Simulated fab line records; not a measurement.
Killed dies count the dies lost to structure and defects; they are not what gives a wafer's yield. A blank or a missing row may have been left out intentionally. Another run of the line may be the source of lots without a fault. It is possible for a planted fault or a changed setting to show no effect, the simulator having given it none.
What tool caused it?    flow rit-cmos    21 wafers from 7 lots sampled at 2 of the route's 202 steps

## WHAT THE GAUGES READ, wafer by wafer
RIT_PSD_TW_MEAS_10.
lot   measured     on             PSD_TW
L488  day 3 07:11  film-metro-02  3428 3478 3435
L490  day 3 21:26  film-metro-03  3414 3423 3401
L492  day 4 05:23  film-metro-03  3382 3409 3422
L495  day 4 23:31  film-metro-03  3397 3379 3402
L499  day 5 17:10  film-metro-03  3427 3434 3433
L506  day 7 04:25  film-metro-03  3391 3418 3391
L510  day 8 00:29  film-metro-02  3438 3435 3442

## TOOL THAT RAN EACH LOT (tool first, then ch and the chambers of the sampled wafers, then the start)
lot   RIT_GATE_ETCH_19
L488  rie-si-02 ch 0,1,2, day 2 18:02
L490  rie-si-02 ch 2,3, day 3 08:32
L492  rie-si-02 ch 1,2,3, day 3 16:46
L495  rie-si-01 ch 1,2,3, day 4 09:58
L499  rie-si-01 ch 0,1, day 5 04:08
L506  rie-si-02 ch 0,1,2, day 6 16:34
L510  rie-si-02 ch 0,1,2, day 7 12:14
- RIT_GATE_ETCH_19: etches poly-Si in SF6/CHF3/O2, stops on SiO2, time 165 s, target depth 312.5 nm.

## THE ANSWER, worked out from the rows above alone
Rule: the usual values come from the lots themselves. The widest of any qualifying gaps counts: lots, ordered by their means at a reading, are off when they make up no more than a third of the lots, leave a main group of 4 or more, and stand apart from it by 3 or more times the standard deviation of that group's means. A main group whose means are all the same, to the digits that the tables above print for the reading, isn't used. A lot without any number at a reading at which 4 lots or more have one is off too. All remaining lots with rows at the step are treated as sound.
No lot is off on any of the readings shown, so nothing can be concluded from this.

## WHAT THE SIMULATOR HAD PUT IN
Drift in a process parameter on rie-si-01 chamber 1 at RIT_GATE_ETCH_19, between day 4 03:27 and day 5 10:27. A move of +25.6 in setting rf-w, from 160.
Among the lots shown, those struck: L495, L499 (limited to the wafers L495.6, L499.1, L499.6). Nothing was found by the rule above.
